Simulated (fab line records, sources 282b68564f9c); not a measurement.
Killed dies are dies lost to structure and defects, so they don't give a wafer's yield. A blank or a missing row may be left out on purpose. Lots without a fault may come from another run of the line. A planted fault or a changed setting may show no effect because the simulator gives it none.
One fault seen from 2 desks | flow rit_cmos | each desk has only its own numbers; what lay behind them comes last

THE TOOL OWNER'S DESK: lpcvd-02
The tool's own readings at RIT_SPACER_CVD_03 (deposits Si3N4 from SiH2Cl2/NH3, target thk 250 nm, time 3300 s): means of the sampled wafers that have a number, for each lot that ran on this tool. A lot is out of limits, marked OUT, if its mean lies more than 4 standard deviations from the usual mean; the brackets give that distance.
Columns: A = spike_tc_centre_C at RIT_SPACER_CVD_03, usual 812.7 C; B = spike_tc_load_C at RIT_SPACER_CVD_03, usual 832.5 C; C = spike_tc_source_C at RIT_SPACER_CVD_03, usual 830.0 C; D = susceptor_temp_C at RIT_SPACER_CVD_03, usual 810.0 C
lot  | first seen here | A               | B               | C                | D
L822 | day 3 05:04     | 813.0           | 835.4           | 825.5            | 809.9
L823 | day 3 17:37     | 815.0           | 835.2           | 826.0            | 809.9
L826 | day 4 09:46     | 814.0           | 835.2           | 827.5            | 809.9
L828 | day 4 18:22     | 814.1           | 834.5           | 826.1            | 809.8
L830 | day 4 23:50     | 813.3           | 835.3           | 826.7            | 810.2
L831 | day 5 04:05     | 811.6           | 832.1           | 833.6            | 810.1
L836 | day 6 03:31     | 787.8 (-18) OUT | 809.2 (-11) OUT | 801.4 (-9.9) OUT | 784.8 (-66) OUT
L840 | day 6 23:44     | 789.5 (-17) OUT | 809.7 (-10) OUT | 800.3 (-10) OUT  | 784.2 (-68) OUT
This desk's finding: out of limits on L836, L840; first on L836, day 6 03:31 (spike_tc_centre_C at RIT_SPACER_CVD_03). In limits: L822, L823, L826, L828, L830, L831.

THE METROLOGY DESK
What the gauges read, lot by lot, whatever tool the lot ran on: means of the sampled wafers that have a number. A lot is out of limits, marked OUT, if its mean lies more than 4 standard deviations from the usual mean; the brackets give that distance.
Columns: A = SPACER_NITRIDE_THK at RIT_SPACER_THK_MEAS_04, usual 250.1 nm
lot  | first seen here | A
L821 | day 3 05:53     | 248.7
L822 | day 3 06:58     | 245.3
L823 | day 3 19:32     | 251.7
L824 | day 3 21:14     | 247.4
L826 | day 4 11:41     | 254.1
L827 | day 4 18:44     | 250.0
L828 | day 4 21:14     | 250.4
L830 | day 5 01:46     | 248.9
L831 | day 5 06:02     | 245.1
L832 | day 5 12:40     | 250.0
L836 | day 6 05:26     | 159.4 (-34) OUT
L837 | day 6 09:07     | 250.8
L840 | day 7 01:39     | 158.5 (-34) OUT
L843 | day 7 21:02     | 250.1
This desk's finding: out of limits on L836, L840; first on L836, day 6 05:26 (SPACER_NITRIDE_THK at RIT_SPACER_THK_MEAS_04). In limits: L821, L822, L823, L824, L826, L827, L828, L830, L831, L832, L837, L843.

PUT TOGETHER
The tool owner's desk could have raised an alarm at day 6 03:31, on L836, L840.
The metrology desk could have raised an alarm at day 6 05:26, on L836, L840.
Of the lots named, all ran RIT_SPACER_CVD_03 on lpcvd-02.

WHAT THE SIMULATOR HAD PUT IN
Process parameter drift: lpcvd-02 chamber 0, from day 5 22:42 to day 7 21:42, at RIT_SPACER_CVD_03. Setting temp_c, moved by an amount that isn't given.
Lots struck among those shown: L836, L840.
Hours from the fault's start to each desk's first reading out of limits: the tool owner's desk, 5; the metrology desk, 7.
